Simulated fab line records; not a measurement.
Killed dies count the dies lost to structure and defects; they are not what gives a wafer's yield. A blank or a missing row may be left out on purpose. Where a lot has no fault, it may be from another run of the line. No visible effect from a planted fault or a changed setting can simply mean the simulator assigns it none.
Lot-split experiment || flow berkeley-cmos170 || 23 wafers read across 5 lots, on a route 331 steps long

## ABOUT THE SPLIT
At UCB170_PWELL_OXIDATION_02 (target thk 26.4 nm, ox time 1260 s), the setting ox-time-s was moved away from the recipe's 1260 s on 20 of the 23 wafers read, by -14.9% to +9.8%. This setting was run at the recipe's value on the other wafers.

Split to reading: the file shows no intervening step.

## THE READING
Values of PWELL_OXIDE_THK in nm from UCB170_PWELL_THK_MEAS_03. Typical for fault-free wafers on this fab line: 26.4 nm, with standard deviation 0.42 nm.

{"wafer": "L074.1", "tool, chamber at the split": "-, -", "ox-time-s as run, s": 1081, "against the recipe": "-14.2%", "PWELL_OXIDE_THK, nm": 24.1, "against lot-mates on the recipe": "no lot-mate on the recipe"}
{"wafer": "L074.3", "tool, chamber at the split": "-, -", "ox-time-s as run, s": 1081, "against the recipe": "-14.2%", "PWELL_OXIDE_THK, nm": 23.8, "against lot-mates on the recipe": "no lot-mate on the recipe"}
{"wafer": "L074.4", "tool, chamber at the split": "-, -", "ox-time-s as run, s": 1081, "against the recipe": "-14.2%", "PWELL_OXIDE_THK, nm": 23.5, "against lot-mates on the recipe": "no lot-mate on the recipe"}
{"wafer": "L074.5", "tool, chamber at the split": "-, -", "ox-time-s as run, s": 1081, "against the recipe": "-14.2%", "PWELL_OXIDE_THK, nm": 24.0, "against lot-mates on the recipe": "no lot-mate on the recipe"}
{"wafer": "L074.6", "tool, chamber at the split": "-, -", "ox-time-s as run, s": 1081, "against the recipe": "-14.2%", "PWELL_OXIDE_THK, nm": 23.3, "against lot-mates on the recipe": "no lot-mate on the recipe"}
{"wafer": "L075.1", "tool, chamber at the split": "-, -", "ox-time-s as run, s": 1383, "against the recipe": "+9.8%", "PWELL_OXIDE_THK, nm": 28.0, "against lot-mates on the recipe": "no lot-mate on the recipe"}
{"wafer": "L075.3", "tool, chamber at the split": "-, -", "ox-time-s as run, s": 1383, "against the recipe": "+9.8%", "PWELL_OXIDE_THK, nm": 27.8, "against lot-mates on the recipe": "no lot-mate on the recipe"}
{"wafer": "L075.4", "tool, chamber at the split": "-, -", "ox-time-s as run, s": 1383, "against the recipe": "+9.8%", "PWELL_OXIDE_THK, nm": 28.1, "against lot-mates on the recipe": "no lot-mate on the recipe"}
{"wafer": "L075.5", "tool, chamber at the split": "-, -", "ox-time-s as run, s": 1383, "against the recipe": "+9.8%", "PWELL_OXIDE_THK, nm": 28.1, "against lot-mates on the recipe": "no lot-mate on the recipe"}
{"wafer": "L075.6", "tool, chamber at the split": "-, -", "ox-time-s as run, s": 1383, "against the recipe": "+9.8%", "PWELL_OXIDE_THK, nm": 27.8, "against lot-mates on the recipe": "no lot-mate on the recipe"}
{"wafer": "L076.2", "tool, chamber at the split": "-, -", "ox-time-s as run, s": 1331, "against the recipe": "+5.6%", "PWELL_OXIDE_THK, nm": 26.9, "against lot-mates on the recipe": "no lot-mate on the recipe"}
{"wafer": "L076.3", "tool, chamber at the split": "-, -", "ox-time-s as run, s": 1331, "against the recipe": "+5.6%", "PWELL_OXIDE_THK, nm": 27.1, "against lot-mates on the recipe": "no lot-mate on the recipe"}
{"wafer": "L076.4", "tool, chamber at the split": "-, -", "ox-time-s as run, s": 1331, "against the recipe": "+5.6%", "PWELL_OXIDE_THK, nm": 26.8, "against lot-mates on the recipe": "no lot-mate on the recipe"}
{"wafer": "L076.5", "tool, chamber at the split": "-, -", "ox-time-s as run, s": 1331, "against the recipe": "+5.6%", "PWELL_OXIDE_THK, nm": 27.1, "against lot-mates on the recipe": "no lot-mate on the recipe"}
{"wafer": "L076.6", "tool, chamber at the split": "-, -", "ox-time-s as run, s": 1331, "against the recipe": "+5.6%", "PWELL_OXIDE_THK, nm": 27.2, "against lot-mates on the recipe": "no lot-mate on the recipe"}
{"wafer": "L081.2", "tool, chamber at the split": "furnace-01, 0", "ox-time-s as run, s": 1260, "against the recipe": "recipe", "PWELL_OXIDE_THK, nm": 26.9, "against lot-mates on the recipe": "-"}
{"wafer": "L081.3", "tool, chamber at the split": "furnace-01, 0", "ox-time-s as run, s": 1260, "against the recipe": "recipe", "PWELL_OXIDE_THK, nm": 26.9, "against lot-mates on the recipe": "-"}
{"wafer": "L081.4", "tool, chamber at the split": "furnace-01, 0", "ox-time-s as run, s": 1260, "against the recipe": "recipe", "PWELL_OXIDE_THK, nm": 26.8, "against lot-mates on the recipe": "-"}
{"wafer": "L085.1", "tool, chamber at the split": "-, -", "ox-time-s as run, s": 1072, "against the recipe": "-14.9%", "PWELL_OXIDE_THK, nm": 24.3, "against lot-mates on the recipe": "no lot-mate on the recipe"}
{"wafer": "L085.2", "tool, chamber at the split": "-, -", "ox-time-s as run, s": 1072, "against the recipe": "-14.9%", "PWELL_OXIDE_THK, nm": 24.1, "against lot-mates on the recipe": "no lot-mate on the recipe"}
{"wafer": "L085.3", "tool, chamber at the split": "-, -", "ox-time-s as run, s": 1072, "against the recipe": "-14.9%", "PWELL_OXIDE_THK, nm": 24.1, "against lot-mates on the recipe": "no lot-mate on the recipe"}
{"wafer": "L085.4", "tool, chamber at the split": "-, -", "ox-time-s as run, s": 1072, "against the recipe": "-14.9%", "PWELL_OXIDE_THK, nm": 24.7, "against lot-mates on the recipe": "no lot-mate on the recipe"}
{"wafer": "L085.6", "tool, chamber at the split": "-, -", "ox-time-s as run, s": 1072, "against the recipe": "-14.9%", "PWELL_OXIDE_THK, nm": 23.9, "against lot-mates on the recipe": "no lot-mate on the recipe"}

FIT RESULTS
A straight line over all 23 wafers: PWELL_OXIDE_THK changes by +0.16 nm for each +1% of ox-time-s; r = +0.98; the points scatter about the line by 0.38 nm.
Too few moved wafers with a lot-mate on the recipe to fit a line net of each lot's own level.

## THE WHOLE CHAIN: every reading that the file lists as answering this split, in the file's order
{"step": "UCB170_PWELL_OXIDATION_02", "what it does": "target thk 26.4 nm, ox time 1260 s", "reading": "SiO2_of_PWELL_OXIDATION_02.thk-nm (the simulator's own value, which no gauge read)", "change (the file's fit)": "+0.16 nm for each +1% of the setting", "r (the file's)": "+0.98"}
{"step": "UCB170_PWELL_THK_MEAS_03", "what it does": "", "reading": "PWELL_OXIDE_THK", "change (the file's fit)": "+0.161 for each +1% of the setting", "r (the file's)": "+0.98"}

## FILE'S OWN FIT
PWELL_OXIDE_THK changes by +0.161 nm for each +1% of ox-time-s, r = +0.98.
